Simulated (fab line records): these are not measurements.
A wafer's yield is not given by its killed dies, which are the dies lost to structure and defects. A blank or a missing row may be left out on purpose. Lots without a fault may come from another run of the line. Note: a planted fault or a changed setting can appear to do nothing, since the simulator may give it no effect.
fab line records ; flow rit-cmos
record: lots: 14; wafers: 42; last-day: 7
route steps=202 shown NWELL@36 PWELL@48 NRETRO@59 M1@202
lots untouched by any fault: they come from a run of this same line in which no faults occurred
start-h: hours from the record's opening day to when the first of the lot's shown wafers began ; wait-h: how many hours have passed since the lot's step before this one ; " repeats the value in the row above ; L1.1+2: several wafers, shown together as one row ; - no value, or no start given ; * or withheld: withheld ; < > ~ a bound
route shown NAME@n: names a module that has steps shown in the file, with the first one's number in the route ; usual: the fault-free wafers' mean and standard deviation ; same: alike in all rows ; chamber/n: place in a boat ; sites: readings site by site ; _std_site: the values' standard deviation ; _edge_site: outer sites' mean less inner sites' ; radius-mm: for every site, how far away it sits from the centre of the wafer ; mask NAME#n: copy n ; behind: the most recent tool/chamber to have shaped the wafer ; hold: what put the lot on hold/how long, in hours/how the hold closed ; device: the transistor (n, p or np) that didn't switch ; end of line: tests of these same wafers at the route's end ; a step given without rows: its recipe and nothing more ; killed: at the first sort, the dies lost to defects and structure; wafer yield is something else ; map: per-die view of a wafer (x killed, . not killed, _ where there is no die)
set.NAME: the setting that was run; set.NAME@STEP: the one run at that earlier step ; model.NAME: the simulator's own value behind a step, which no gauge read
route steps across a sampled set of lots; one table per step, one row per wafer
services: the hour from which a tool's chamber was out of use, counted from the record's first day as start-h (under 0 if before that day), plus the number of hours and why
== steps ==
step: RIT_NWELL_IMPLANT_08
recipe: species: P; energy-kev: 170; dose-cm2: 5e+13; tilt-deg: 7
usual: dose-ions-cm2: 5e+13/5.8e+10; faraday-current-uA: 159/3.3
same: implant-ion-amu: 31
lot.wafer;tool;chamber;start-h;wait-h;dose-ions-cm2;faraday-current-uA
L132.2;implanter-03;0;28.06;0.2;5e+13;162
L132.4;implanter-03;0;28.06;0.2;5.002e+13;157
L132.6;implanter-03;0;28.06;0.2;4.997e+13;154
L133.3;implanter-03;0;30.74;0.2;4.998e+13;160
L133.5;implanter-03;0;30.74;0.2;5.005e+13;160
L133.6;implanter-03;0;30.74;0.2;5.005e+13;157
L134.2;implanter-01;0;37.07;0.2;5.012e+13;160
L134.3;implanter-01;0;37.07;0.2;5.012e+13;163
L134.6;implanter-01;0;37.07;0.2;5.01e+13;162
L135.1;implanter-03;0;42.52;0.2;5.008e+13;160
L135.4;implanter-03;0;42.52;0.2;5.003e+13;159
L135.5;implanter-03;0;42.52;0.2;4.999e+13;163
L137.3;implanter-04;0;52.97;0.2;4.995e+13;157
L137.4;implanter-04;0;52.97;0.2;4.999e+13;162
L137.5;implanter-04;0;52.97;0.2;4.996e+13;159
L139.1;implanter-01;0;62.31;0.2;5e+13;163
L139.5;implanter-01;0;62.31;0.2;4.991e+13;157
L139.6;implanter-01;0;62.31;0.2;5e+13;156
L140.3;implanter-04;0;66.28;0.2;5.004e+13;157
L140.4;implanter-04;0;66.28;0.2;4.998e+13;160
L140.5;implanter-04;0;66.28;0.2;4.995e+13;159
L142.2;implanter-03;0;77.94;0.2;7.655e+13;251
L142.5;implanter-03;0;77.94;0.2;7.664e+13;244
L142.6;implanter-03;0;77.94;0.2;7.656e+13;232
L143.3;implanter-03;0;81.91;0.2;7.659e+13;248
L143.5;implanter-03;0;81.91;0.2;7.662e+13;242
L143.6;implanter-03;0;81.91;0.2;7.652e+13;241
L147.3;implanter-04;0;102.33;0.2;4.996e+13;154
L147.4;implanter-04;0;102.33;0.2;5.001e+13;158
L147.5;implanter-04;0;102.33;0.2;5.004e+13;153
L148.3;implanter-01;0;108.73;0.2;4.991e+13;156
L148.4;implanter-01;0;108.73;0.2;4.993e+13;160
L148.6;implanter-01;0;108.73;0.2;4.991e+13;158
L149.3;implanter-01;0;111.81;0.2;4.992e+13;165
L149.4;implanter-01;0;111.81;0.2;4.996e+13;161
L149.6;implanter-01;0;111.81;0.2;4.992e+13;158
L150.2;implanter-01;0;116.76;0.2;5e+13;163
L150.3;implanter-01;0;116.76;0.2;5.006e+13;159
L150.4;implanter-01;0;116.76;0.2;4.998e+13;157
L151.2;implanter-01;0;122.60;0.2;4.993e+13;160
L151.3;implanter-01;0;122.60;0.2;5.004e+13;165
L151.4;implanter-01;0;122.60;0.2;5.008e+13;162
step: RIT_NWELL_TW_MEAS_10
usual: NWELL_TW: 2152/11
lot.wafer;tool;chamber;start-h;wait-h;NWELL_TW
L132.2;film-metro-03;-;28.37;0.1;2147
L132.4;film-metro-03;-;28.37;0.1;2144
L132.6;film-metro-03;-;28.37;0.1;2157
L133.3;film-metro-01;-;31.04;0.1;2156
L133.5;film-metro-01;-;31.04;0.1;2142
L133.6;film-metro-01;-;31.04;0.1;2138
L134.2;film-metro-04;-;37.38;0.1;2175
L134.3;film-metro-04;-;37.38;0.1;2162
L134.6;film-metro-04;-;37.38;0.1;2163
L135.1;film-metro-01;-;42.85;0.1;2150
L135.4;film-metro-01;-;42.85;0.1;2145
L135.5;film-metro-01;-;42.85;0.1;2143
L137.3;film-metro-03;-;53.26;0.1;2154
L137.4;film-metro-03;-;53.26;0.1;2155
L137.5;film-metro-03;-;53.26;0.1;2157
L139.1;film-metro-04;-;62.64;0.1;2170
L139.5;film-metro-04;-;62.64;0.1;2173
L139.6;film-metro-04;-;62.64;0.1;2169
L140.3;film-metro-01;-;66.57;0.1;2135
L140.4;film-metro-01;-;66.57;0.1;2133
L140.5;film-metro-01;-;66.57;0.1;2142
L142.2;film-metro-01;-;78.25;0.1;2454
L142.5;film-metro-01;-;78.25;0.1;2442
L142.6;film-metro-01;-;78.25;0.1;2457
L143.3;film-metro-04;-;82.21;0.1;2472
L143.5;film-metro-04;-;82.21;0.1;2476
L143.6;film-metro-04;-;82.21;0.1;2474
L147.3;film-metro-03;-;102.62;0.1;2141
L147.4;film-metro-03;-;102.62;0.1;2140
L147.5;film-metro-03;-;102.62;0.1;2152
L148.3;film-metro-03;-;109.03;0.1;2140
L148.4;film-metro-03;-;109.03;0.1;2139
L148.6;film-metro-03;-;109.03;0.1;2145
L149.3;film-metro-03;-;112.10;0.1;2140
L149.4;film-metro-03;-;112.10;0.1;2141
L149.6;film-metro-03;-;112.10;0.1;2146
L150.2;film-metro-04;-;117.07;0.1;2154
L150.3;film-metro-04;-;117.07;0.1;2164
L150.4;film-metro-04;-;117.07;0.1;2157
L151.2;film-metro-03;-;122.91;0.1;2142
L151.3;film-metro-03;-;122.91;0.1;2132
L151.4;film-metro-03;-;122.91;0.1;2139
step: RIT_PWELL_STRIP_09
recipe: chemistry: O2; time-s: 180; resist: NOVOLAK; platen-temp-c: withheld; power-w: 500; pressure-mtorr: 4000; o2-flow-sccm: 4000
usual: drypump-motor-current-A: 5.7/0.39
lot.wafer;tool;chamber;start-h;wait-h;drypump-motor-current-A;rf-hours-counter-h
L132.2;plasma-asher-02;0;29.74;0.1;6.4;40
L132.4;plasma-asher-02;1;29.74;0.1;5.4;-
L132.6;plasma-asher-02;1;29.74;0.1;5.4;-
L133.3;plasma-asher-03;0;33.05;0.1;6.2;-
L133.5;plasma-asher-03;1;33.05;0.1;6.1;-
L133.6;plasma-asher-03;0;33.05;0.1;6.3;-
L134.2;plasma-asher-01;0;38.79;0.1;5.7;37
L134.3;plasma-asher-01;1;38.79;0.1;5.3;-
L134.6;plasma-asher-01;0;38.79;0.1;5.7;-
L135.1;plasma-asher-01;1;44.35;0.1;5.3;37
L135.4;plasma-asher-01;0;44.35;0.1;5.7;-
L135.5;plasma-asher-01;1;44.35;0.1;5.3;-
L137.3;plasma-asher-01;0;54.68;0.1;5.8;-
L137.4;plasma-asher-01;1;54.68;0.1;5.2;-
L137.5;plasma-asher-01;0;54.68;0.1;5.8;-
L139.1;plasma-asher-01;1;64.14;0.1;5.3;41
L139.5;plasma-asher-01;0;64.14;0.1;5.7;-
L139.6;plasma-asher-01;1;64.14;0.1;5.3;-
L140.3;plasma-asher-01;1;67.99;0.1;5.3;-
L140.4;plasma-asher-01;0;67.99;0.1;5.7;-
L140.5;plasma-asher-01;1;67.99;0.1;5.3;-
L142.2;plasma-asher-03;0;79.74;0.1;6.2;42
L142.5;plasma-asher-03;0;79.74;0.1;6.2;-
L142.6;plasma-asher-03;1;79.74;0.1;6.1;-
L143.3;plasma-asher-03;1;83.62;0.1;6.1;-
L143.5;plasma-asher-03;1;83.62;0.1;6.1;-
L143.6;plasma-asher-03;0;83.62;0.1;6.3;-
L147.3;plasma-asher-01;1;104.16;0.1;5.3;-
L147.4;plasma-asher-01;0;104.16;0.1;5.8;-
L147.5;plasma-asher-01;1;104.16;0.1;5.3;-
L148.3;plasma-asher-01;1;110.57;0.1;5.3;-
L148.4;plasma-asher-01;0;110.57;0.1;5.7;-
L148.6;plasma-asher-01;0;110.57;0.1;5.7;-
L149.3;plasma-asher-01;1;113.80;0.1;5.3;-
L149.4;plasma-asher-01;0;113.80;0.1;5.7;-
L149.6;plasma-asher-01;0;113.80;0.1;5.7;-
L150.2;plasma-asher-02;1;118.99;0.1;5.4;0
L150.3;plasma-asher-02;0;118.99;0.1;6.4;-
L150.4;plasma-asher-02;1;118.99;0.1;5.4;-
L151.2;plasma-asher-01;1;124.28;0.1;5.3;47
L151.3;plasma-asher-01;0;124.28;0.1;5.7;-
L151.4;plasma-asher-01;1;124.28;0.1;5.3;-
step: RIT_WELLDRIVE_RS_MEAS_01
recipe: thk-meas-gauge: four-point-probe
usual: NWELL_RS: 275.4/0.72
lot.wafer;tool;chamber;start-h;wait-h;NWELL_RS[ohm/sq]
L132.2;film-metro-04;-;35.08;0.0;276.1
L132.4;film-metro-04;-;35.08;0.0;277.2
L132.6;film-metro-04;-;35.08;0.0;276.5
L133.3;film-metro-03;-;38.57;0.0;275.3
L133.5;film-metro-03;-;38.57;0.0;275.6
L133.6;film-metro-03;-;38.57;0.0;274.9
L134.2;film-metro-01;-;44.13;0.0;273.7
L134.3;film-metro-01;-;44.13;0.0;273.2
L134.6;film-metro-01;-;44.13;0.0;274.7
L135.1;film-metro-03;-;49.67;0.0;274.8
L135.4;film-metro-03;-;49.67;0.0;275.0
L135.5;film-metro-03;-;49.67;0.0;275.3
L137.3;film-metro-04;-;59.98;0.0;275.3
L137.4;film-metro-04;-;59.98;0.0;275.5
L137.5;film-metro-04;-;59.98;0.0;275.4
L139.1;film-metro-03;-;70.11;0.0;274.2
L139.5;film-metro-03;-;70.11;0.0;273.7
L139.6;film-metro-03;-;70.11;0.0;274.5
L140.3;film-metro-03;-;73.45;0.0;275.7
L140.4;film-metro-03;-;73.45;0.0;276.5
L140.5;film-metro-03;-;73.45;0.0;275.9
L142.2;film-metro-03;-;85.08;0.0;212.9
L142.5;film-metro-03;-;85.08;0.0;213.2
L142.6;film-metro-03;-;85.08;0.0;213.2
L143.3;film-metro-04;-;90.19;0.0;213.4
L143.5;film-metro-04;-;90.19;0.0;213.3
L143.6;film-metro-04;-;90.19;0.0;213.4
L147.3;film-metro-03;-;109.94;0.0;275.6
L147.4;film-metro-03;-;109.94;0.0;275.6
L147.5;film-metro-03;-;109.94;0.0;276.2
L148.3;film-metro-03;-;116.09;0.0;275.2
L148.4;film-metro-03;-;116.09;0.0;275.0
L148.6;film-metro-03;-;116.09;0.0;275.2
L149.3;film-metro-03;-;119.75;0.0;275.3
L149.4;film-metro-03;-;119.75;0.0;275.6
L149.6;film-metro-03;-;119.75;0.0;275.6
L150.2;film-metro-04;-;124.82;0.0;276.7
L150.3;film-metro-04;-;124.82;0.0;275.6
L150.4;film-metro-04;-;124.82;0.0;275.8
L151.2;film-metro-01;-;130.94;0.0;275.0
L151.3;film-metro-01;-;130.94;0.0;276.0
L151.4;film-metro-01;-;130.94;0.0;274.4
step: RIT_NRETRO_OVL_MEAS_06
usual: NRETRO_OVL: 1.3/1.3
lot.wafer;tool;chamber;start-h;wait-h;NRETRO_OVL[nm]
L132.2;overlay-01;-;36.33;-;0.1
L132.4;overlay-01;-;36.33;-;0.6
L132.6;overlay-01;-;36.33;-;-0.2
L133.3;overlay-02;-;39.81;-;0.2
L133.5;overlay-02;-;39.81;-;1.4
L133.6;overlay-02;-;39.81;-;3.6
L134.2;overlay-01;-;45.23;-;-0.1
L134.3;overlay-01;-;45.23;-;2.6
L134.6;overlay-01;-;45.23;-;1.0
L135.1;overlay-01;-;50.79;-;2.8
L135.4;overlay-01;-;50.79;-;0.6
L135.5;overlay-01;-;50.79;-;2.5
L137.3;overlay-01;-;61.07;-;1.3
L137.4;overlay-01;-;61.07;-;0.7
L137.5;overlay-01;-;61.07;-;0.0
L139.1;overlay-02;-;71.35;-;2.9
L139.5;overlay-02;-;71.35;-;2.8
L139.6;overlay-02;-;71.35;-;3.5
L140.3;overlay-02;-;74.54;-;4.7
L140.4;overlay-02;-;74.54;-;2.9
L140.5;overlay-02;-;74.54;-;1.7
L142.2;overlay-02;-;86.19;-;0.1
L142.5;overlay-02;-;86.19;-;3.4
L142.6;overlay-02;-;86.19;-;0.3
L143.3;overlay-02;-;91.57;-;3.4
L143.5;overlay-02;-;91.57;-;1.9
L143.6;overlay-02;-;91.57;-;2.7
L147.3;overlay-02;-;111.16;-;2.6
L147.4;overlay-02;-;111.16;-;1.5
L147.5;overlay-02;-;111.16;-;2.5
L148.3;overlay-01;-;117.31;-;2.3
L148.4;overlay-01;-;117.31;-;-0.9
L148.6;overlay-01;-;117.31;-;1.3
L149.3;overlay-02;-;121.18;-;2.7
L149.4;overlay-02;-;121.18;-;-0.9
L149.6;overlay-02;-;121.18;-;-0.7
L150.2;overlay-01;-;126.09;-;1.7
L150.3;overlay-01;-;126.09;-;2.0
L150.4;overlay-01;-;126.09;-;1.1
L151.2;overlay-01;-;132.17;-;0.5
L151.3;overlay-01;-;132.17;-;1.6
L151.4;overlay-01;-;132.17;-;2.2
step: RIT_NRETRO_STRIP_09
recipe: chemistry: O2; time-s: 180; resist: NOVOLAK; platen-temp-c: withheld; power-w: 500; pressure-mtorr: 4000; o2-flow-sccm: 4000
usual: drypump-motor-current-A: 5.8/0.48
lot.wafer;tool;chamber;start-h;wait-h;drypump-motor-current-A;rf-hours-counter-h
L132.2;plasma-asher-02;1;36.76;0.1;5.4;41
L132.4;plasma-asher-02;1;36.76;0.1;5.4;-
L132.6;plasma-asher-02;0;36.76;0.1;6.4;-
L133.3;plasma-asher-03;0;40.30;0.1;6.2;-
L133.5;plasma-asher-03;0;40.30;0.1;6.2;-
L133.6;plasma-asher-03;1;40.30;0.1;6.1;-
L134.2;plasma-asher-04;0;45.66;0.1;5.2;27
L134.3;plasma-asher-04;0;45.66;0.1;5.2;-
L134.6;plasma-asher-04;1;45.66;0.1;5.4;-
L135.1;plasma-asher-04;1;51.23;0.1;5.4;27
L135.4;plasma-asher-04;0;51.23;0.1;5.2;-
L135.5;plasma-asher-04;1;51.23;0.1;5.4;-
L137.3;plasma-asher-02;0;61.55;0.1;6.4;-
L137.4;plasma-asher-02;1;61.55;0.1;5.4;-
L137.5;plasma-asher-02;1;61.55;0.1;5.4;-
L139.1;plasma-asher-02;0;71.79;0.1;6.4;45
L139.5;plasma-asher-02;0;71.79;0.1;6.4;-
L139.6;plasma-asher-02;1;71.79;0.1;5.4;-
L140.3;plasma-asher-02;0;75.02;0.1;6.4;-
L140.4;plasma-asher-02;1;75.02;0.1;5.4;-
L140.5;plasma-asher-02;0;75.02;0.1;6.4;-
L142.2;plasma-asher-02;0;86.70;0.1;6.5;47
L142.5;plasma-asher-02;0;86.70;0.1;6.5;-
L142.6;plasma-asher-02;1;86.70;0.1;5.4;-
L143.3;plasma-asher-04;1;92.12;0.1;5.4;-
L143.5;plasma-asher-04;1;92.12;0.1;5.4;-
L143.6;plasma-asher-04;0;92.12;0.1;5.2;-
L147.3;plasma-asher-03;0;111.64;0.1;6.2;-
L147.4;plasma-asher-03;1;111.64;0.1;6.1;-
L147.5;plasma-asher-03;0;111.64;0.1;6.2;-
L148.3;plasma-asher-03;1;117.79;0.1;6.1;-
L148.4;plasma-asher-03;0;117.79;0.1;6.3;-
L148.6;plasma-asher-03;0;117.79;0.1;6.3;-
L149.3;plasma-asher-04;0;121.66;0.1;5.1;-
L149.4;plasma-asher-04;1;121.66;0.1;5.4;-
L149.6;plasma-asher-04;0;121.66;0.1;5.2;-
L150.2;plasma-asher-02;0;126.52;0.1;6.4;1
L150.3;plasma-asher-02;0;126.52;0.1;6.4;-
L150.4;plasma-asher-02;1;126.52;0.1;5.4;-
L151.2;plasma-asher-02;0;132.60;0.1;6.4;1
L151.3;plasma-asher-02;1;132.60;0.1;5.4;-
L151.4;plasma-asher-02;0;132.60;0.1;6.4;-
step: RIT_M1_PROBE_99
usual: killed-at-contacts: 0.1/0.25; killed-at-front-end: 7/3.3; killed-dies: 7/3.2; killed-open: 3.6/2.2; killed-short: 3.5/2
same: gross-dies: 264; killed_at_M0_to_M3: 0; killed_at_M4_up: 0; killed-at-back-side: 0; killed-at-other: 0
lot.wafer;tool;chamber;start-h;wait-h;killed-at-contacts;killed-at-front-end;killed-dies;killed-open;killed-short
L132.2;prober-01;-;63.68;0.1;0;4;4;2;2
L132.4;prober-01;-;63.78;0.2;0;4;4;2;2
L132.6;prober-01;-;63.88;0.2;0;1;1;0;1
L133.3;prober-02;-;69.03;0.2;0;9;9;4;5
L133.5;prober-02;-;69.13;0.2;0;14;14;6;8
L133.6;prober-02;-;69.18;0.2;0;5;5;3;2
L134.2;prober-01;-;74.08;0.1;0;4;4;1;3
L134.3;prober-01;-;74.13;0.2;0;5;5;3;2
L134.6;prober-01;-;74.28;0.2;0;7;7;3;4
L135.1;prober-02;-;77.80;0.1;0;6;6;2;4
L135.4;prober-02;-;77.95;0.2;0;5;5;1;4
L135.5;prober-02;-;78.00;0.2;0;5;5;4;1
L137.3;prober-02;-;90.00;0.2;0;4;4;4;0
L137.4;prober-02;-;90.05;0.2;0;8;8;4;4
L137.5;prober-02;-;90.10;0.2;1;6;7;3;4
L139.1;prober-02;-;99.35;0.1;0;6;6;1;5
L139.5;prober-02;-;99.55;0.2;0;6;6;2;4
L139.6;prober-02;-;99.60;0.2;0;2;2;1;1
L140.3;prober-01;-;102.38;0.2;0;9;9;4;5
L140.4;prober-01;-;102.43;0.2;1;8;9;3;6
L140.5;prober-01;-;102.48;0.2;1;9;10;5;5
L142.2;prober-01;-;118.30;0.1;1;2;3;2;1
L142.5;prober-01;-;118.45;0.2;0;5;5;3;2
L142.6;prober-01;-;118.50;0.2;1;6;7;3;4
L143.3;prober-02;-;121.55;0.2;0;2;2;0;2
L143.5;prober-02;-;121.65;0.2;0;5;5;2;3
L143.6;prober-02;-;121.70;0.2;0;5;5;1;4
L147.3;prober-02;-;140.94;0.2;0;6;6;3;3
L147.4;prober-02;-;140.99;0.2;0;7;7;2;5
L147.5;prober-02;-;141.04;0.2;0;4;4;2;2
L148.3;prober-01;-;154.86;0.2;0;9;9;4;5
L148.4;prober-01;-;154.91;0.2;0;9;9;6;3
L148.6;prober-01;-;155.01;0.2;0;11;11;6;5
L149.3;prober-02;-;156.36;0.2;0;2;2;0;2
L149.4;prober-02;-;156.41;0.2;0;5;5;3;2
L149.6;prober-02;-;156.51;0.2;0;7;7;4;3
L150.2;prober-01;-;168.10;0.1;0;8;8;5;3
L150.3;prober-01;-;168.15;0.2;0;4;4;2;2
L150.4;prober-01;-;168.20;0.2;0;12;12;10;2
L151.2;prober-02;-;178.66;0.1;0;9;9;3;6
L151.3;prober-02;-;178.71;0.2;0;13;13;7;6
L151.4;prober-02;-;178.76;0.2;0;6;6;2;4
killed by level:class
L132.2 REOX:geometric-particle:open=2 GATE:geometric-particle:short=1 REOX:geometric-particle:short=1
L132.4 FOX1:geometric-particle:short=1 FOX2:geometric-particle:open=1 GATE:geometric-particle:open=1 SPACER:geometric-particle:short=1
L132.6 SILICIDE:geometric-particle:short=1
L133.3 GATE:geometric-particle:short=4 GATE:geometric-particle:open=2 FOX1:geometric-particle:open=1 FOX2:geometric-particle:short=1 SPACER:geometric-particle:open=1
L133.5 GATE:geometric-particle:open=4 SPACER:geometric-particle:short=3 REOX:geometric-particle:short=2 SILICIDE:geometric-particle:open=2 FOX1:geometric-particle:short=1 GATE:geometric-particle:short=1 SILICIDE:geometric-particle:short=1
L133.6 REOX:geometric-particle:open=2 REOX:geometric-particle:short=2 SILICIDE:geometric-particle:open=1
L134.2 REOX:geometric-particle:short=2 GATE:geometric-particle:short=1 GATE:geometric-particle:open=1
L134.3 SILICIDE:geometric-particle:open=2 FOX1:geometric-particle:open=1 GATE:geometric-particle:short=1 SILICIDE:geometric-particle:short=1
L134.6 GATE:geometric-particle:short=2 FOX1:geometric-particle:short=1 GATE:geometric-particle:open=1 REOX:geometric-particle:short=1 REOX:geometric-particle:open=1 SILICIDE:geometric-particle:open=1
L135.1 REOX:geometric-particle:short=2 SPACER:geometric-particle:short=2 FOX2:geometric-particle:open=1 SPACER:geometric-particle:open=1
L135.4 REOX:geometric-particle:short=2 FOX1:geometric-particle:short=1 FOX2:geometric-particle:open=1 GATE:geometric-particle:short=1
L135.5 GATE:geometric-particle:open=2 FOX2:geometric-particle:short=1 FOX2:geometric-particle:open=1 SPACER:geometric-particle:open=1
L137.3 GATE:geometric-particle:open=2 FOX1:geometric-particle:open=1 REOX:geometric-particle:open=1
L137.4 FOX1:geometric-particle:short=2 GATE:geometric-particle:open=2 GATE:geometric-particle:short=1 REOX:geometric-particle:short=1 REOX:geometric-particle:open=1 SILICIDE:geometric-particle:open=1
L137.5 REOX:geometric-particle:open=2 GATE:geometric-particle:open=1 GATE:geometric-particle:short=1 REOX:geometric-particle:short=1 SILICIDE:geometric-particle:short=1 CONTACT:geometric-particle:short=1
L139.1 GATE:geometric-particle:short=3 FOX1:geometric-particle:short=1 REOX:geometric-particle:short=1 SILICIDE:geometric-particle:open=1
L139.5 GATE:geometric-particle:short=4 FOX2:geometric-particle:open=1 SPACER:geometric-particle:open=1
L139.6 REOX:geometric-particle:short=1 SILICIDE:geometric-particle:open=1
L140.3 GATE:geometric-particle:short=2 SPACER:geometric-particle:open=2 FOX1:geometric-particle:short=1 FOX1:geometric-particle:open=1 GATE:geometric-particle:open=1 REOX:geometric-particle:short=1 SPACER:geometric-particle:short=1
L140.4 FOX1:geometric-particle:open=2 FOX1:geometric-particle:short=1 FOX2:geometric-particle:short=1 GATE:geometric-particle:short=1 SPACER:geometric-particle:short=1 SILICIDE:geometric-particle:open=1 SILICIDE:geometric-particle:short=1 CONTACT:geometric-particle:short=1
L140.5 SPACER:geometric-particle:open=2 FOX2:geometric-particle:short=1 GATE:geometric-particle:short=1 GATE:geometric-particle:open=1 REOX:geometric-particle:short=1 SPACER:geometric-particle:short=1 SILICIDE:geometric-particle:open=1 SILICIDE:geometric-particle:short=1
L142.2 GATE:geometric-particle:open=1 SILICIDE:geometric-particle:open=1 CONTACT:geometric-particle:short=1
L142.5 REOX:geometric-particle:open=2 FOX1:geometric-particle:short=1 FOX2:geometric-particle:open=1 REOX:geometric-particle:short=1
L142.6 REOX:geometric-particle:short=2 FOX2:geometric-particle:open=1 GATE:geometric-particle:short=1 GATE:geometric-particle:open=1 SPACER:geometric-particle:short=1 CONTACT:geometric-particle:open=1
L143.3 GATE:geometric-particle:short=2
L143.5 GATE:geometric-particle:short=2 FOX1:geometric-particle:short=1 FOX1:geometric-particle:open=1 GATE:geometric-particle:open=1
L143.6 GATE:geometric-particle:short=2 FOX2:geometric-particle:open=1 SPACER:geometric-particle:short=1 REOX:geometric-particle:short=1
L147.3 FOX1:geometric-particle:short=1 FOX1:geometric-particle:open=1 FOX2:geometric-particle:open=1 GATE:geometric-particle:open=1 GATE:geometric-particle:short=1 REOX:geometric-particle:short=1
L147.4 SPACER:geometric-particle:short=3 FOX1:geometric-particle:short=1 GATE:geometric-particle:open=1 REOX:geometric-particle:short=1 SILICIDE:geometric-particle:open=1
L147.5 FOX1:geometric-particle:open=1 GATE:geometric-particle:open=1 REOX:geometric-particle:short=1 SILICIDE:geometric-particle:short=1
L148.3 GATE:geometric-particle:short=2 SILICIDE:geometric-particle:short=2 SILICIDE:geometric-particle:open=2 FOX1:geometric-particle:short=1 GATE:geometric-particle:open=1 SPACER:geometric-particle:open=1
L148.4 GATE:geometric-particle:open=6 GATE:geometric-particle:short=3
L148.6 GATE:geometric-particle:open=4 SPACER:geometric-particle:short=3 SPACER:geometric-particle:open=2 FOX2:geometric-particle:short=1 REOX:geometric-particle:short=1
L149.3 GATE:geometric-particle:short=1 REOX:geometric-particle:short=1
L149.4 FOX1:geometric-particle:short=2 ACTIVE:geometric-particle:open=1 GATE:geometric-particle:open=1 SILICIDE:geometric-particle:open=1
L149.6 FOX1:geometric-particle:open=2 GATE:geometric-particle:short=2 ACTIVE:geometric-particle:open=1 FOX2:geometric-particle:short=1 GATE:geometric-particle:open=1
L150.2 GATE:geometric-particle:open=2 SPACER:geometric-particle:open=2 FOX1:geometric-particle:short=1 FOX2:geometric-particle:short=1 GATE:geometric-particle:short=1 REOX:geometric-particle:open=1
L150.3 ACTIVE:geometric-particle:short=1 FOX1:geometric-particle:short=1 SPACER:geometric-particle:open=1 SILICIDE:geometric-particle:open=1
L150.4 GATE:geometric-particle:open=4 REOX:geometric-particle:open=4 GATE:geometric-particle:short=1 SPACER:geometric-particle:open=1 SILICIDE:geometric-particle:open=1 SILICIDE:geometric-particle:short=1
L151.2 GATE:geometric-particle:short=3 SILICIDE:geometric-particle:short=2 FOX1:geometric-particle:open=1 REOX:geometric-particle:short=1 SPACER:geometric-particle:open=1 SILICIDE:geometric-particle:open=1
L151.3 GATE:geometric-particle:short=3 FOX1:geometric-particle:open=2 SPACER:geometric-particle:open=2 SILICIDE:geometric-particle:open=2 FOX1:geometric-particle:short=1 GATE:geometric-particle:open=1 SPACER:geometric-particle:short=1 SILICIDE:geometric-particle:short=1
L151.4 FOX1:geometric-particle:short=2 GATE:geometric-particle:open=2 GATE:geometric-particle:short=1 REOX:geometric-particle:short=1
== services ==
tool;chamber;start-h;hours;kind
implanter-01;-;20.77;13.2;repair
plasma-asher-03;-;41.29;28.1;pm
implanter-03;-;50.78;3.0;pm
implanter-03;-;56.03;3.3;repair
plasma-asher-02;-;57.74;2.3;repair
implanter-03;-;65.24;1.3;repair
plasma-asher-03;-;102.36;0.6;repair
plasma-asher-02;-;108.75;9.0;pm
plasma-asher-02;0;108.75;9.0;vent-cycle
plasma-asher-02;1;108.75;9.0;vent-cycle
plasma-asher-02;0;117.75;-;clean
plasma-asher-02;1;117.75;-;clean
implanter-04;-;124.59;4.6;pm
== key ==
first-sign: step: RIT_NWELL_IMPLANT_08; reading: dose-ions-cm2; direction: up; sigmas: 99+; usual: 5e+13; struck: 7.658e+13
effect: step: RIT_NWELL_IMPLANT_08; reading: faraday-current-uA; direction: up; sigmas: 26; usual: 159; struck: 243
effect: step: RIT_NWELL_TW_MEAS_10; reading: NWELL_TW; direction: up; sigmas: 29; usual: 2152; struck: 2463
effect: step: RIT_WELLDRIVE_RS_MEAS_01; reading: NWELL_RS; direction: down; sigmas: 87; usual: 275.4; struck: 213.2
met-at RIT_NWELL_IMPLANT_08
struck-lots L142,L143
tester-left-out L142,L143
not-acting-at RIT_PWELL_STRIP_09,RIT_NRETRO_OVL_MEAS_06,RIT_NRETRO_STRIP_09
onset-between 42.52 77.94
fault: kind: process-parameter-drift; tool: implanter-03; chamber: -; onset-h: 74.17; steps: RIT_NWELL_IMPLANT_08; channel: dose-cm2; offset: 2.6569e+13; shape: step; end-h: 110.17; acts-in: these-recipes-only; stated: 5e+13
tester-left-out: of these lots the tester's yield and bins aren't shown, on N5 and GAA mostly nor the transistor test; their killed dies are dies lost to structure and defects alone, not to doping, threshold or leakage, so they don't give the yield
